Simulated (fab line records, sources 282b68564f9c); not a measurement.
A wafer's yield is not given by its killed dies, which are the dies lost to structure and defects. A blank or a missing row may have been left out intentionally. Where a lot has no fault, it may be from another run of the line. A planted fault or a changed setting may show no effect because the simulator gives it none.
Problem report in the 8D (eight disciplines) form, filled by code    flow rit cmos    the parts of the form that need people (team, actions taken, sign-off) are left out

== 1. WHAT IS WRONG ==
M1_AL_RS at RIT_M1_RS_MEAS_01 reads a mean of 0.1334 ohm/sq on 1 wafer of 1 lot; wafers without a fault read 0.0737 ohm/sq with a standard deviation of 0.00094. That is +64 standard deviations from the usual mean.
The step: measures by four-point-probe.
The first sign was on wafer L387.3 at day 5 16:55, on film metro-04. The record holds 39 wafers of 13 lots with a number at this step. Rule for "out", or "out of limits": more than 4 standard deviations from the usual mean. The other wafers with a number count as sound.

== 2. WHAT IT IS; WHAT IT IS NOT ==
question                     is                is not
which readings at this step  M1_AL_RS          -
which lots                   L387              L375, L376, L377, L378, L379, L380, L382, L383, L386, L394, L396, L398
which wafers of those lots   L387.3            L387.2, L387.4
read on which gauges         film metro-04     film metro-01, film metro-03
when                         from day 5 16:55  up to then (29 sound wafers); but 9 sound wafers of L394, L396, L398 came after

== 3. WHAT RULES OUT EACH SUSPECT ==
Counting: if a tool at a process step up to the reading ran every lot that is out, it stays a suspect. Sound lots after the first of them don't rule it out here, since some wafers of a struck lot are sound.
- the gauge at RIT_M1_RS_MEAS_01 has been ruled out. All the wafers that are out were read on film metro-04, but those of them that RIT_M1_METAL_ETCH_12 has rows for are out there too, on other tools.
- pvd sputter-01 at RIT_M1_SPUTTER_00 (material Al, target thk 400 nm, time 500 s): kept. It processed L387, the lot that is out, at day 5 16:36, and its most recent sound lot before then was L383 at day 4 21:23.
After counting, what remains is pvd sputter-01 at RIT_M1_SPUTTER_00.

== 4. THE CAUSE (what the simulator had put in) ==
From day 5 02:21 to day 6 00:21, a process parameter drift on pvd sputter-01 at RIT_M1_SPUTTER_00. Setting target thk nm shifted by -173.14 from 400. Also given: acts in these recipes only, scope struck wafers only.
Counting left only this tool.

== 5. SEQUENCE OF EFFECTS, ordered by route ==
Each row: a reading where the mean over the struck wafers with a number is more than 3 standard deviations away from the usual. Readings are gone through only where the record gives a usual standard deviation; hours: the median, over the lots, of the time from a lot's start at the first step in this table giving one to that lot's start at this step; sigmas: the change measured in usual standard deviations.
hours  step                  reading         usual          on struck wafers  change   sigmas
0      RIT_M1_RS_MEAS_01     M1_AL_RS        0.0737 ohm/sq  0.1334            +0.0597  +64
0      RIT_M1_THK_MEAS_02    M1_AL_THK       403 nm         226               -177     -34
2      RIT_M1_METAL_ETCH_12  oes product au  0.784 a.u.     0.582             -0.202   -14
The process steps in it:
- RIT_M1_METAL_ETCH_12: etches Al in Cl2/BCl3, stops on SiO2, time 165 s, target depth 600 nm.

== 6. HOW IT WOULD HAVE BEEN CAUGHT EARLIER ==
The first out-of-limits reading at a measuring or inspecting step in this record came at day 5 16:55, 15 hours after the fault's start at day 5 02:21.
Tool readings at RIT_M1_SPUTTER_00 with a usual standard deviation given in the record: none out on any struck wafer, hence no alarm at a limit of 4 standard deviations on them.
The start of RIT_M1_SPUTTER_00 on pvd sputter-01 came by day 5 16:55 for every one of the lots that are out (1). Tool hold at that time: it would have spared none of them.
